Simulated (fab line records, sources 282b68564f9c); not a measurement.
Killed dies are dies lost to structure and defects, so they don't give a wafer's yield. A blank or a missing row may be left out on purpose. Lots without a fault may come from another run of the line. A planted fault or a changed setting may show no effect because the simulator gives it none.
Problem report in the 8D (eight disciplines) form, filled by code | flow rit_cmos | the parts of the form that need people (team, actions taken, sign-off) are left out

1. THE PROBLEM
PSD_RS at RIT_SDANNEAL_RS_MEAS_04 reads a mean of 121.48 ohm/sq on 5 wafers of 2 lots; wafers without a fault read 115.89 ohm/sq with a standard deviation of 0.28. That is +20 standard deviations from the usual mean.
The step: measures by four-point-probe.
First seen on wafer L297.2, day 6 14:51, on film_metro-02. The record holds 41 wafers of 14 lots with a number at this step. Rule for "out", or "out of limits": more than 4 standard deviations from the usual mean. The other wafers with a number count as sound.

2. WHAT IT IS AND WHAT IT IS NOT
question                    | is                     | is not
which readings at this step | PSD_RS                 | -
which lots                  | L297, L299             | L282, L283, L284, L286, L287, L289, L290, L293, L295, L296, L298, L302
which wafers of those lots  | all that have a number | -
read on which gauges        | film_metro-02          | film_metro-01, film_metro-03
when                        | from day 6 14:51       | up to then (30 sound wafers); but 6 sound wafers of L298, L302 came after

3. SUSPECTS, AND WHAT RULES EACH OUT
Counting: a tool at a process step up to the reading stays a suspect if it ran every lot that is out and no sound lot after the first of them.
- the gauge at RIT_SDANNEAL_RS_MEAS_04: ruled out. All the wafers that are out were read on film_metro-02, but those of them that RIT_SDANNEAL_RTA_03 has rows for are out there too, on other tools.
- rtp_anneal-02 at RIT_SDANNEAL_RTA_03 (time 5 s): kept. It ran every lot that is out, first L297 (day 6 14:47), and no sound lot after that; its last sound lot up to then is L295 (day 6 04:17). Its own readings are out on those wafers: wafer_temp_C_max.
Left after counting: rtp_anneal-02 at RIT_SDANNEAL_RTA_03.

4. THE CAUSE (what the simulator had put in)
Process parameter drift: rtp_anneal-02, from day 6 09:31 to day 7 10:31, at RIT_SDANNEAL_RTA_03. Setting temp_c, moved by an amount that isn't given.
Counting left only this tool.

5. THE CHAIN OF EFFECTS, in route order
Each row: a reading whose mean over the struck wafers that have a number lies more than 3 standard deviations from the usual. Only readings for which the record gives a usual standard deviation are gone through. hours: the time from each lot's start at the first step in this table that gives one to its start at this step, as a median over the lots. sigmas: the change in usual standard deviations.
hours | step                    | reading          | usual         | on struck wafers | change | sigmas
0     | RIT_SDANNEAL_RTA_03     | wafer_temp_C_max | 1053.5        | 1044.7           | -8.8   | -6.8
0     | RIT_SDANNEAL_RS_MEAS_04 | PSD_RS           | 115.89 ohm/sq | 121.48           | +5.59  | +20
0     | RIT_SDANNEAL_RS_MEAS_06 | PLDD_RS          | 178.6 ohm/sq  | 183.9            | +5.3   | +12
The process steps in it:
- RIT_SDANNEAL_RTA_03: time 5 s.

6. WHAT WOULD HAVE CAUGHT IT SOONER
In this record the first reading out of limits at a measuring or inspecting step was taken at day 6 14:51, 5 hours after the fault began at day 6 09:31.
The tool's own readings at RIT_SDANNEAL_RTA_03 were out on every struck wafer that the step has a row for (wafer_temp_C_max): an alarm limit on them would have fired on the first of those.
Of the lots that are out (2), L299 began RIT_SDANNEAL_RTA_03 on rtp_anneal-02 after day 6 14:51. A hold on the tool at that time would have spared it.
